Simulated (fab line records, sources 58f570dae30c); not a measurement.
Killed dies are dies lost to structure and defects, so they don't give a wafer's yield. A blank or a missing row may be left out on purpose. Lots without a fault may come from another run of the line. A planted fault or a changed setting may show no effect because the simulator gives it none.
Which tool did it? | flow berkeley_cmos170 | 14 lots, 42 wafers sampled, at 6 steps of a route of 331

WHAT THE GAUGES READ, wafer by wafer
UCB170_NSD_CD_MEAS_06: target cd 1200 nm. Usual: cd_nm 1200.0 nm, standard deviation 1.3.
lot  | measured     | on        | cd_nm (nm)           | flag
L691 | day 7 13:54  | cd_sem-01 | 1198.1 1199.2 1198.4 |
L692 | day 7 14:07  | cd_sem-02 | 1197.5 1199.7 1199.5 |
L693 | day 8 07:49  | cd_sem-01 | 1201.8 1199.3 1200.4 |
L696 | day 8 15:51  | cd_sem-01 | 1201.4 1199.1 1200.3 |
L694 | day 8 15:58  | cd_sem-01 | 1200.3 1200.4 1200.3 |
L695 | day 8 16:13  | cd_sem-01 | 1200.1 1201.9 1200.3 |
L699 | day 9 07:45  | cd_sem-01 | 1199.9 1198.8 1199.1 |
L697 | day 9 08:19  | cd_sem-01 | 1199.3 1198.7 1198.4 |
L702 | day 10 02:44 | cd_sem-02 | 1200.1 1199.8 1202.2 |
L700 | day 10 02:48 | cd_sem-02 | 1199.7 1199.9 1199.5 |
L701 | day 10 03:08 | cd_sem-02 | 1200.6 1199.1 1199.7 |
L707 | day 11 04:31 | cd_sem-02 | 1200.1 1198.9 1200.1 |
L705 | day 11 05:04 | cd_sem-01 | 1200.1 1200.6 1199.6 |
L714 | day 13 05:08 | cd_sem-02 | 1199.8 1200.1 1199.4 |

UCB170_M1_CD_MEAS_09: target cd 700 nm. Usual: cd_nm 700.1 nm, standard deviation 1.2.
lot  | measured     | on        | cd_nm (nm)        | flag
L691 | day 8 01:07  | cd_sem-01 | 701.8 701.2 701.5 |
L692 | day 8 06:13  | cd_sem-01 | 698.1 700.7 699.6 |
L693 | day 8 16:25  | cd_sem-01 | 699.6 699.4 700.4 |
L696 | day 9 00:00  | cd_sem-01 | 697.9 698.6 698.2 |
L694 | day 9 00:07  | cd_sem-01 | 702.0 700.3 700.1 |
L695 | day 9 01:52  | cd_sem-01 | 700.1 700.7 699.6 |
L699 | day 9 16:11  | cd_sem-01 | 701.4 702.1 701.6 |
L697 | day 9 20:38  | cd_sem-01 | 697.9 698.8 699.6 |
L702 | day 10 11:08 | cd_sem-01 | 700.7 699.3 699.6 |
L700 | day 10 11:20 | cd_sem-02 | 700.7 701.1 700.0 |
L701 | day 10 14:02 | cd_sem-01 | 699.4 701.4 702.4 |
L707 | day 11 12:32 | cd_sem-02 | 700.0 698.7 699.5 |
L705 | day 11 14:46 | cd_sem-01 | 703.1 701.4 701.2 |
L714 | day 13 19:11 | cd_sem-02 | 698.7 698.8 698.9 |

UCB170_M2_CD_MEAS_90: target cd 700 nm. Usual: cd_nm 701.1 nm, standard deviation 3.
lot  | measured     | on        | cd_nm (nm)        | flag
L691 | day 8 08:50  | cd_sem-02 | 705.5 703.3 702.7 |
L692 | day 8 13:58  | cd_sem-02 | 698.1 702.8 701.8 |
L693 | day 8 23:20  | cd_sem-01 | 700.4 699.5 701.9 |
L696 | day 9 08:44  | cd_sem-01 | 701.1 699.2 700.0 |
L694 | day 9 09:07  | cd_sem-01 | 701.4 700.8 699.4 |
L695 | day 9 11:11  | cd_sem-01 | 705.3 704.8 705.6 |
L699 | day 10 00:32 | cd_sem-01 | 702.0 707.3 704.0 |
L697 | day 10 04:31 | cd_sem-02 | 698.7 698.1 701.7 |
L702 | day 10 20:49 | cd_sem-02 | 700.0 699.4 694.2 |
L700 | day 10 22:38 | cd_sem-01 | 699.0 701.2 697.3 |
L701 | day 10 22:55 | cd_sem-01 | 703.4 697.8 704.8 |
L707 | day 11 19:46 | cd_sem-01 | 685.9 681.4 683.7 | OFF
L705 | day 12 00:56 | cd_sem-02 | 678.8 686.0 679.1 | OFF
L714 | day 14 06:37 | cd_sem-01 | 702.9 701.7 701.9 |

WHICH TOOL RAN EACH LOT (tool, then ch and the chambers of the sampled wafers, then the start)
lot  | UCB170_V1_ETCH_14                  | UCB170_M2_METAL_ETCH_18           | UCB170_M2_STRIP_19
L691 | rie_diel-01 ch 1,3, day 8 05:56    | rie_metal-01 ch 0,1, day 8 08:32  | plasma_asher-01 ch 0,1, day 8 08:44
L692 | rie_diel-04 ch 0,1,2, day 8 11:08  | rie_metal-04 ch 0,1, day 8 13:41  | plasma_asher-01 ch 0,1, day 8 13:51
L693 | rie_diel-01 ch 0,1, day 8 20:17    | rie_metal-01 ch 0,1, day 8 22:59  | plasma_asher-03 ch 0,1, day 8 23:08
L696 | rie_diel-02 ch 0,1,3, day 9 05:05  | rie_metal-03 ch 0,1, day 9 08:20  | plasma_asher-03 ch 0, day 9 08:32
L694 | rie_diel-04 ch 0,2,3, day 9 05:22  | rie_metal-01 ch 0,1, day 9 08:49  | plasma_asher-03 ch 0,1, day 9 09:01
L695 | rie_diel-04 ch 0,1,2, day 9 07:07  | rie_metal-04 ch 1, day 9 10:38    | plasma_asher-03 ch 0,1, day 9 11:01
L699 | rie_diel-01 ch 0,3, day 9 21:26    | rie_metal-04 ch 0,1, day 10 00:15 | plasma_asher-01 ch 0,1, day 10 00:26
L697 | rie_diel-04 ch 2,3, day 10 01:35   | rie_metal-01 ch 0,1, day 10 04:13 | plasma_asher-01 ch 0,1, day 10 04:23
L702 | rie_diel-01 ch 1,2, day 10 14:49   | rie_metal-04 ch 0,1, day 10 20:32 | plasma_asher-04 ch 0,1, day 10 20:41
L700 | rie_diel-04 ch 2,3, day 10 19:36   | rie_metal-01 ch 0,1, day 10 22:20 | plasma_asher-04 ch 0,1, day 10 22:32
L701 | rie_diel-01 ch 0,3, day 10 19:52   | rie_metal-04 ch 0,1, day 10 22:37 | plasma_asher-03 ch 0,1, day 10 22:48
L707 | rie_diel-04 ch 0,1,3, day 11 16:40 | rie_metal-04 ch 0, day 11 19:17   | plasma_asher-01 ch 0,1, day 11 19:40
L705 | rie_diel-04 ch 2,3, day 11 20:50   | rie_metal-04 ch 0,1, day 12 00:38 | plasma_asher-03 ch 0,1, day 12 00:48
L714 | rie_diel-01 ch 0,1,2, day 13 23:27 | rie_metal-03 ch 0,1, day 14 06:18 | plasma_asher-01 ch 1, day 14 06:29
- UCB170_V1_ETCH_14: etches SiO2 in CHF3/CF4/Ar, stops on Al, target depth 1250 nm, time 291 s.
- UCB170_M2_METAL_ETCH_18: etches Al in Cl2/BCl3, stops on SiO2, target depth 1170 nm, time 195 s.
- UCB170_M2_STRIP_19: strips in O2.

WHAT THE TOOLS THEMSELVES READ (means of the sampled wafers that have a number; where no wafer has one, the mark that the record gives instead)
UCB170_V1_ETCH_14. Usual: drypump_motor_current_A 5.9 A, standard deviation 0.46; oes_product_au 0.872 a.u., standard deviation 0.019; rf_fwd_power_W 698.3 W, standard deviation 2; throttle_valve_pct 6.89 %, standard deviation 0.084.
lot  | tool        | drypump_motor_current_A (A) | oes_product_au (a.u.) | rf_fwd_power_W (W) | throttle_valve_pct (%) | flag
L691 | rie_diel-01 | 5.8                         | 0.869                 | 699.0              | 6.81                   |
L692 | rie_diel-04 | 5.4                         | 0.879                 | 699.8              | 6.88                   |
L693 | rie_diel-01 | 5.9                         | 0.853                 | 697.4              | 6.90                   |
L696 | rie_diel-02 | 6.1                         | 0.851                 | 698.5              | 6.86                   |
L694 | rie_diel-04 | 6.1                         | 0.883                 | 698.6              | 6.92                   |
L695 | rie_diel-04 | 5.4                         | 0.880                 | 696.9              | 6.89                   |
L699 | rie_diel-01 | 5.9                         | 0.869                 | 698.7              | 6.98                   |
L697 | rie_diel-04 | 6.3                         | 0.871                 | 700.6              | 6.92                   |
L702 | rie_diel-01 | 6.2                         | 0.882                 | 697.9              | 6.85                   |
L700 | rie_diel-04 | 6.3                         | 0.866                 | 699.8              | 6.92                   |
L701 | rie_diel-01 | 5.9                         | 0.883                 | 698.0              | 6.97                   |
L707 | rie_diel-04 | 5.8                         | 0.874                 | 699.3              | 6.87                   |
L705 | rie_diel-04 | 5.9                         | 0.880                 | 697.3              | 6.93                   |
L714 | rie_diel-01 | 6.0                         | 0.864                 | 697.7              | 6.89                   |

UCB170_M2_METAL_ETCH_18. Usual: drypump_motor_current_A 5.8 A, standard deviation 0.53; oes_product_au 0.873 a.u., standard deviation 0.011; rf_fwd_power_W 598.0 W, standard deviation 1.7; throttle_valve_pct 24.15 %, standard deviation 0.23.
lot  | tool         | drypump_motor_current_A (A) | oes_product_au (a.u.) | rf_fwd_power_W (W) | throttle_valve_pct (%) | flag
L691 | rie_metal-01 | 5.7                         | 0.873                 | 597.8              | 24.10                  |
L692 | rie_metal-04 | 6.0                         | 0.875                 | 598.3              | 24.22                  |
L693 | rie_metal-01 | 6.1                         | 0.879                 | 598.9              | 24.06                  |
L696 | rie_metal-03 | 5.1                         | 0.861                 | 597.4              | 24.33                  |
L694 | rie_metal-01 | 5.7                         | 0.872                 | 597.9              | 24.10                  |
L695 | rie_metal-04 | 6.0                         | 0.868                 | 600.1              | 24.44                  |
L699 | rie_metal-04 | 6.0                         | 0.877                 | 597.9              | 24.22                  |
L697 | rie_metal-01 | 5.7                         | 0.869                 | 597.9              | 24.09                  |
L702 | rie_metal-04 | 6.0                         | 0.875                 | 597.7              | 24.23                  |
L700 | rie_metal-01 | 6.1                         | 0.868                 | 598.0              | 24.05                  |
L701 | rie_metal-04 | 6.0                         | 0.880                 | 599.3              | 24.22                  |
L707 | rie_metal-04 | 6.0                         | 0.892                 | 837.0              | 23.78                  | OFF
L705 | rie_metal-04 | 6.1                         | 0.882                 | 838.8              | 23.99                  | OFF
L714 | rie_metal-03 | 5.1                         | 0.862                 | 597.8              | 24.32                  |

UCB170_M2_STRIP_19. Usual: drypump_motor_current_A 5.7 A, standard deviation 0.62; oes_product_au 0.548 a.u., standard deviation 0.015.
lot  | tool            | drypump_motor_current_A (A) | oes_product_au (a.u.) | flag
L691 | plasma_asher-01 | 5.5                         | 0.551                 |
L692 | plasma_asher-01 | 5.6                         | 0.536                 |
L693 | plasma_asher-03 | 5.2                         | 0.550                 |
L696 | plasma_asher-03 | 6.0                         | 0.553                 |
L694 | plasma_asher-03 | 5.2                         | 0.556                 |
L695 | plasma_asher-03 | 5.2                         | 0.543                 |
L699 | plasma_asher-01 | 5.6                         | 0.542                 |
L697 | plasma_asher-01 | 5.6                         | 0.553                 |
L702 | plasma_asher-04 | 6.4                         | 0.530                 |
L700 | plasma_asher-04 | 6.2                         | 0.551                 |
L701 | plasma_asher-03 | 5.2                         | 0.535                 |
L707 | plasma_asher-01 | 5.5                         | 0.313                 | OFF
L705 | plasma_asher-03 | 5.6                         | 0.317                 | OFF
L714 | plasma_asher-01 | 5.2                         | 0.561                 |

THE ANSWER, worked out from the rows above alone
Rule: a lot is off if the mean of its wafers that have a number lies more than 3 standard deviations from the usual mean. A lot without any number at a reading at which 4 lots or more have one is off too. The other lots that the step has rows for count as sound. The gauges are gone through in route order, then the tools' own readings, and for those a lot's mean is taken as printed above. The first step at which some lot is off is used, and at that step the reading that is off furthest; a lot without a number counts as furthest.
Off: L707, L705, at UCB170_M2_CD_MEAS_90 (cd_nm).
A tool fits if, at a process step before that reading, it ran every lot that is off, and no sound lot after the first of them. The gauges at UCB170_M2_CD_MEAS_90 aren't tried: what is off there is off at UCB170_M2_METAL_ETCH_18 too, on other tools, and a gauge's error can't cause that. Can't be told from this: 2 tools fit, rie_diel-04 at UCB170_V1_ETCH_14, rie_metal-04 at UCB170_M2_METAL_ETCH_18.

WHAT THE SIMULATOR HAD PUT IN
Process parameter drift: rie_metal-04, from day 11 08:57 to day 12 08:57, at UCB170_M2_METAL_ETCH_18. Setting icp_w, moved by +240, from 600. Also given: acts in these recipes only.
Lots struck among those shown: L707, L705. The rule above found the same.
